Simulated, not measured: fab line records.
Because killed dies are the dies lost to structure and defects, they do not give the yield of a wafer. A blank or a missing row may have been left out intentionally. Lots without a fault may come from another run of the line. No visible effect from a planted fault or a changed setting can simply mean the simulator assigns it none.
fab line records -- flow rit_cmos
record lots=14, wafers=42, last_day=8
route steps=202 shown PSD@150 M1@202
lots with no fault: from the same line, run without faults
start_h: start of the lot's first displayed wafer, in hours after the record's first day -- wait_h: how many hours have passed since the lot's step before this one -- " repeats the value in the row above -- L1.1+2: a row that stands for several wafers -- - no value, or no start was given -- * or withheld: withheld -- < > ~ a bound
route shown NAME@n: a module of which the file shows steps, and the number in the route of the first -- usual: mean and standard deviation over wafers with no fault -- same: alike in all rows -- chamber/n: place in a boat -- sites: the reading at each site -- _std_site: their standard deviation -- _edge_site: mean of outer sites minus mean of inner sites -- radius_mm: for every site, how far away it sits from the centre of the wafer -- mask NAME#n: copy n -- behind: the last tool/chamber to shape the wafer -- hold: what put the lot on hold/how long, in hours/how the hold closed -- device: transistor that didn't switch, given as n, p or np -- end of line: the route-end tests of the same wafers -- a step given without rows: its recipe and nothing more -- killed: at the first sort, the dies lost to defects and structure; wafer yield is something else -- map: a wafer's dies, marking killed ones x, the rest . and places with no die _
set.NAME: setting as actually run; set.NAME@STEP: the setting as run at that earlier step -- model.NAME: the simulator's own value behind a step, which no gauge read
a sample of lots followed through the steps of the route, with each step as a table and each wafer as a row
services: from which hour (start_h, from the record's first day; less than 0 if before it) a tool's chamber was out of use, for how many hours, and why
## steps
# step RIT_PSD_IMPLANT_08
# recipe species=BF2, energy_kev=27, dose_cm2=5e+15, tilt_deg=7
# usual beam_energy_keV=27.000/0.0084
lot.wafer,tool,chamber,start_h,wait_h,beam_energy_keV
L956.1,implanter-04,0,50.98,0.1,26.990
L956.2,implanter-04,0,50.98,0.1,26.997
L956.4,implanter-04,0,50.98,0.1,26.990
L958.1,implanter-04,0,63.24,0.1,21.560
L958.3,implanter-04,0,63.24,0.1,21.574
L958.6,implanter-04,0,63.24,0.1,21.571
L959.2,implanter-04,0,66.83,0.1,21.547
L959.4,implanter-04,0,66.83,0.1,21.554
L959.6,implanter-04,0,66.83,0.1,21.548
L960.1,implanter-02,0,74.14,0.1,27.015
L960.5,implanter-02,0,74.14,0.1,27.008
L960.6,implanter-02,0,74.14,0.1,27.002
L970.1,implanter-03,0,128.48,0.1,27.012
L970.2,implanter-03,0,128.48,0.1,27.010
L970.4,implanter-03,0,128.48,0.1,27.002
L971.1,implanter-03,0,145.49,0.1,27.010
L971.4,implanter-03,0,145.49,0.1,27.000
L971.6,implanter-03,0,145.49,0.1,27.006
L972.1,implanter-04,0,156.99,0.1,27.007
L972.3,implanter-04,0,156.99,0.1,27.019
L972.6,implanter-04,0,156.99,0.1,27.007
L973.2,implanter-03,0,158.07,0.1,26.995
L973.3,implanter-03,0,158.07,0.1,26.988
L973.5,implanter-03,0,158.07,0.1,26.988
L974.1,implanter-04,0,171.36,0.1,26.988
L974.4,implanter-04,0,171.36,0.1,27.002
L974.6,implanter-04,0,171.36,0.1,26.991
L975.2,implanter-02,0,171.63,0.1,27.005
L975.3,implanter-02,0,171.63,0.1,27.009
L975.4,implanter-02,0,171.63,0.1,27.013
L976.2,implanter-03,0,171.82,0.1,26.998
L976.3,implanter-03,0,171.82,0.1,26.997
L976.6,implanter-03,0,171.82,0.1,27.004
L977.3,implanter-03,0,175.88,0.1,26.997
L977.4,implanter-03,0,175.88,0.1,26.994
L977.5,implanter-03,0,175.88,0.1,26.992
L979.1,implanter-04,0,184.92,0.1,27.012
L979.3,implanter-04,0,184.92,0.1,26.997
L979.4,implanter-04,0,184.92,0.1,27.000
L978.1,implanter-04,0,186.08,0.1,26.991
L978.2,implanter-04,0,186.08,0.1,27.003
L978.3,implanter-04,0,186.08,0.1,27.002
# step RIT_PSD_TW_MEAS_10
# usual PSD_TW=3453/36
lot.wafer,tool,chamber,start_h,wait_h,PSD_TW
L956.1,film_metro-01,-,51.30,0.1,3436
L956.2,film_metro-01,-,51.30,0.1,3440
L956.4,film_metro-01,-,51.30,0.1,3444
L958.1,film_metro-03,-,63.56,0.1,3321
L958.3,film_metro-03,-,63.56,0.1,3302
L958.6,film_metro-03,-,63.56,0.1,3309
L959.2,film_metro-02,-,67.14,0.1,3267
L959.4,film_metro-02,-,67.14,0.1,3241
L959.6,film_metro-02,-,67.14,0.1,3270
L960.1,film_metro-02,-,74.47,0.1,3435
L960.5,film_metro-02,-,74.47,0.1,3450
L960.6,film_metro-02,-,74.47,0.1,3440
L970.1,film_metro-02,-,128.81,0.1,3421
L970.2,film_metro-02,-,128.81,0.1,3438
L970.4,film_metro-02,-,128.81,0.1,3419
L971.1,film_metro-02,-,145.82,0.1,3434
L971.4,film_metro-02,-,145.82,0.1,3401
L971.6,film_metro-02,-,145.82,0.1,3422
L972.1,film_metro-03,-,157.32,0.1,3495
L972.3,film_metro-03,-,157.32,0.1,3501
L972.6,film_metro-03,-,157.32,0.1,3492
L973.2,film_metro-02,-,158.38,0.1,3434
L973.3,film_metro-02,-,158.38,0.1,3444
L973.5,film_metro-02,-,158.38,0.1,3441
L974.1,film_metro-02,-,171.68,0.1,3421
L974.4,film_metro-02,-,171.68,0.1,3401
L974.6,film_metro-02,-,171.68,0.1,3427
L975.2,film_metro-01,-,171.94,0.1,3417
L975.3,film_metro-01,-,171.94,0.1,3416
L975.4,film_metro-01,-,171.94,0.1,3415
L976.2,film_metro-03,-,172.13,0.1,3525
L976.3,film_metro-03,-,172.13,0.1,3509
L976.6,film_metro-03,-,172.13,0.1,3519
L977.3,film_metro-03,-,176.17,0.1,3522
L977.4,film_metro-03,-,176.17,0.1,3507
L977.5,film_metro-03,-,176.17,0.1,3508
L979.1,film_metro-03,-,185.24,0.1,3511
L979.3,film_metro-03,-,185.24,0.1,3499
L979.4,film_metro-03,-,185.24,0.1,3501
L978.1,film_metro-03,-,186.41,0.1,3519
L978.2,film_metro-03,-,186.41,0.1,3518
L978.3,film_metro-03,-,186.41,0.1,3509
# step RIT_SDANNEAL_RS_MEAS_04
# recipe thk_meas_gauge=four-point-probe
# usual PSD_RS=115.76/0.29
lot.wafer,tool,chamber,start_h,wait_h,PSD_RS[ohm/sq]
L956.1,film_metro-01,-,51.79,0.0,115.51
L956.2,film_metro-01,-,51.79,0.0,115.46
L956.4,film_metro-01,-,51.79,0.0,115.08
L958.1,film_metro-03,-,64.05,0.0,129.76
L958.3,film_metro-03,-,64.05,0.0,129.80
L958.6,film_metro-03,-,64.05,0.0,130.25
L959.2,film_metro-02,-,67.64,0.1,129.81
L959.4,film_metro-02,-,67.64,0.1,129.41
L959.6,film_metro-02,-,67.64,0.1,129.68
L960.1,film_metro-01,-,74.95,0.0,115.40
L960.5,film_metro-01,-,74.95,0.0,115.53
L960.6,film_metro-01,-,74.95,0.0,115.48
L970.1,film_metro-01,-,129.30,0.0,115.86
L970.2,film_metro-01,-,129.30,0.0,115.65
L970.4,film_metro-01,-,129.30,0.0,115.85
L971.1,film_metro-01,-,146.30,0.0,116.12
L971.4,film_metro-01,-,146.30,0.0,116.03
L971.6,film_metro-01,-,146.30,0.0,115.68
L972.1,film_metro-01,-,157.80,0.0,115.54
L972.3,film_metro-01,-,157.80,0.0,115.63
L972.6,film_metro-01,-,157.80,0.0,115.48
L973.2,film_metro-02,-,158.98,0.1,115.12
L973.3,film_metro-02,-,158.98,0.1,115.19
L973.5,film_metro-02,-,158.98,0.1,115.11
L974.1,film_metro-02,-,172.17,0.0,115.56
L974.4,film_metro-02,-,172.17,0.0,115.16
L974.6,film_metro-02,-,172.17,0.0,115.23
L975.2,film_metro-03,-,172.43,0.1,115.64
L975.3,film_metro-03,-,172.43,0.1,115.54
L975.4,film_metro-03,-,172.43,0.1,115.90
L976.2,film_metro-01,-,172.64,0.1,116.04
L976.3,film_metro-01,-,172.64,0.1,115.71
L976.6,film_metro-01,-,172.64,0.1,115.94
L977.3,film_metro-03,-,176.68,0.1,115.70
L977.4,film_metro-03,-,176.68,0.1,115.69
L977.5,film_metro-03,-,176.68,0.1,115.81
L979.1,film_metro-01,-,185.73,0.0,115.48
L979.3,film_metro-01,-,185.73,0.0,115.69
L979.4,film_metro-01,-,185.73,0.0,115.86
L978.1,film_metro-02,-,186.96,0.0,115.73
L978.2,film_metro-02,-,186.96,0.0,116.24
L978.3,film_metro-02,-,186.96,0.0,115.81
# step RIT_M1_PROBE_99
# usual killed_at_contacts=0.1/0.3, killed_at_front_end=7/3.1, killed_dies=7/3.1, killed_open=3.8/2.3, killed_short=3.2/1.9
# same gross_dies=264, killed_at_M0_to_M3=0, killed_at_M4_up=0, killed_at_back_side=0, killed_at_other=0
lot.wafer,tool,chamber,start_h,wait_h,killed_at_contacts,killed_at_front_end,killed_dies,killed_open,killed_short
L975.2,prober-01,-,181.94,0.1,0,8,8,4,4
L975.3,prober-01,-,181.99,0.2,0,6,6,5,1
L975.4,prober-01,-,182.04,0.2,0,13,13,8,5
# killed by level:class
L975.2 GATE:geometric_particle:short=2 REOX:geometric_particle:short=2 SPACER:geometric_particle:open=2 GATE:geometric_particle:open=1 SILICIDE:geometric_particle:open=1
L975.3 SPACER:geometric_particle:open=4 GATE:geometric_particle:open=1 GATE:geometric_particle:short=1
L975.4 REOX:geometric_particle:open=4 FOX1:geometric_particle:short=2 GATE:geometric_particle:open=2 REOX:geometric_particle:short=2 FOX1:geometric_particle:open=1 SPACER:geometric_particle:short=1 SILICIDE:geometric_particle:open=1
## services
tool,chamber,start_h,hours,kind
implanter-02,-,66.75,1.5,repair
implanter-02,-,111.70,21.1,pm
implanter-02,-,132.78,2.1,pm
implanter-04,-,135.05,1.9,repair
implanter-03,-,155.03,2.2,repair
implanter-03,-,174.37,1.2,repair
## key
first_sign step=RIT_PSD_IMPLANT_08, reading=beam_energy_keV, direction=down, sigmas=99+, usual=27.000, struck=21.559
effect step=RIT_PSD_TW_MEAS_10, reading=PSD_TW, direction=down, sigmas=4.6, usual=3453, struck=3285
effect step=RIT_SDANNEAL_RS_MEAS_04, reading=PSD_RS, direction=up, sigmas=48, usual=115.76, struck=129.79
met_at RIT_PSD_IMPLANT_08
struck_lots L958,L959
tester_left_out L958,L959
onset_between 50.98 63.24
fault kind=process_parameter_drift, tool=implanter-04, chamber=-, onset_h=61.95, steps=RIT_PSD_IMPLANT_08, channel=energy_kev, offset=-5.4379, shape=step, end_h=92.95, acts_in=these_recipes_only, stated=27
# tester_left_out: of these lots the tester's yield and bins aren't shown, on N5 and GAA mostly nor the transistor test; their killed dies are dies lost to structure and defects alone, not to doping, threshold or leakage, so they don't give the yield
